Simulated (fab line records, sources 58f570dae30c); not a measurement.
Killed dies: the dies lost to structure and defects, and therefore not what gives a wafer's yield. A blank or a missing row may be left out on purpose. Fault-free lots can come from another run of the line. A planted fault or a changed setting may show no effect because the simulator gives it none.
Tool commonality check    flow berkeley-cmos170    Sampled: 15 lots, 45 wafers

REASON FOR OPENING
Of 15 lots, 3 have the reading SACOX_OXIDE_THK flagged at UCB170_SACOX_THK_MEAS_02. No-fault wafers: 14.39 nm, standard deviation 0.25.
Rule: a lot gets a flag if all its wafers with a number sit over 4 standard deviations from that mean, or if no wafer of it has a number. The rest of the lots are taken to be sound.

lot   measured      on             SACOX_OXIDE_THK (nm), wafer by wafer  flag
L554  day 6 00:48   film-metro-02  14.44 14.56 14.70                     
L555  day 6 03:50   film-metro-03  22.53 22.18 22.37                     FLAGGED
L556  day 6 13:05   film-metro-01  13.84 14.16 14.27                     
L558  day 6 13:05   film-metro-02  14.57 14.53 14.40                     
L559  day 6 16:12   film-metro-01  22.43 22.34 22.13                     FLAGGED
L561  day 7 18:42   film-metro-02  22.74 22.74 23.27                     FLAGGED
L567  day 8 12:55   film-metro-02  14.28 14.30 14.06                     
L568  day 8 20:15   film-metro-01  14.66 14.58 14.70                     
L570  day 9 03:42   film-metro-02  14.35 14.81 14.77                     
L571  day 9 03:42   film-metro-01  14.45 14.19 14.35                     
L569  day 9 03:45   film-metro-02  14.52 14.39 14.32                     
L572  day 9 12:03   film-metro-03  14.09 14.00 13.80                     
L574  day 10 04:58  film-metro-03  14.40 14.29 14.49                     
L576  day 10 04:58  film-metro-02  14.49 14.24 14.62                     
L577  day 10 17:52  film-metro-02  14.41 14.52 14.45                     
The mean of the flagged lots' numbers is 22.53 nm, +8.14 nm from the usual (+33 standard deviations).

WHICH TOOL EACH LOT WENT THROUGH
Before the reading, the record contains 2 process steps out of a 331-step route. Read each cell as the tool, then ch plus the chambers that the sampled wafers visited, then the start.
lot   flag     UCB170_PFIELD_STRIP_08               UCB170_SACOX_OXIDATION_01
L554           plasma-asher-01 ch 0,1, day 5 02:13  furnace-04 ch 0, day 5 23:08
L555  FLAGGED  plasma-asher-02 ch 0,1, day 5 02:08  furnace-04 ch 0, day 5 23:08
L556           plasma-asher-01 ch 0,1, day 5 13:10  furnace-01 ch 0, day 6 11:26
L558           plasma-asher-04 ch 0,1, day 5 17:17  furnace-01 ch 0, day 6 11:26
L559  FLAGGED  plasma-asher-04 ch 1, day 5 17:23    furnace-01 ch 0, day 6 11:26
L561  FLAGGED  plasma-asher-01 ch 0, day 6 15:29    furnace-02 ch 0, day 7 12:32
L567           plasma-asher-02 ch 0,1, day 7 15:10  furnace-01 ch 0, day 8 11:14
L568           plasma-asher-01 ch 0,1, day 7 23:04  furnace-01 ch 0, day 8 18:35
L570           plasma-asher-02 ch 0,1, day 8 05:52  furnace-02 ch 0, day 9 02:01
L571           plasma-asher-02 ch 0, day 8 06:25    furnace-02 ch 0, day 9 02:01
L569           plasma-asher-01 ch 0,1, day 8 06:08  furnace-02 ch 0, day 9 02:01
L572           plasma-asher-02 ch 0,1, day 8 15:48  furnace-02 ch 0, day 9 10:22
L574           plasma-asher-04 ch 0,1, day 9 04:31  furnace-02 ch 0, day 10 03:17
L576           plasma-asher-02 ch 0,1, day 9 03:42  furnace-02 ch 0, day 10 03:17
L577           plasma-asher-01 ch 0,1, day 9 15:37  furnace-01 ch 0, day 10 16:12
What these steps do:
- UCB170_PFIELD_STRIP_08: strips in O2.
- UCB170_SACOX_OXIDATION_01: target thk 14.4 nm, ox time 2400 s.
- UCB170_SACOX_THK_MEAS_02

FLAGGED OVER TOTAL, TOOL BY TOOL (the gauges that took the reading come last)
step                       tool             lots run  flagged  share of the flagged lots  sound lots run after its first flagged lot
UCB170_PFIELD_STRIP_08     plasma-asher-01  6         1        some                       3 (L568,L569,L577)
UCB170_PFIELD_STRIP_08     plasma-asher-02  6         1        some                       5 (L567,L570,L571,L572,L576)
UCB170_PFIELD_STRIP_08     plasma-asher-04  3         1        some                       1 (L574)
UCB170_SACOX_OXIDATION_01  furnace-01       6         1        some                       3 (L567,L568,L577)
UCB170_SACOX_OXIDATION_01  furnace-02       7         1        some                       6 (L569,L570,L571,L572,L574,L576)
UCB170_SACOX_OXIDATION_01  furnace-04       2         1        some                       0
UCB170_SACOX_THK_MEAS_02   film-metro-01    4         1        some                       2 (L568,L571)
UCB170_SACOX_THK_MEAS_02   film-metro-02    8         1        some                       5 (L567,L570,L569,L576,L577)
UCB170_SACOX_THK_MEAS_02   film-metro-03    3         1        some                       2 (L572,L574)

WHAT THE TABLE PERMITS
No row of the table ran every flagged lot.

WHAT THE SIMULATOR HAD INSERTED
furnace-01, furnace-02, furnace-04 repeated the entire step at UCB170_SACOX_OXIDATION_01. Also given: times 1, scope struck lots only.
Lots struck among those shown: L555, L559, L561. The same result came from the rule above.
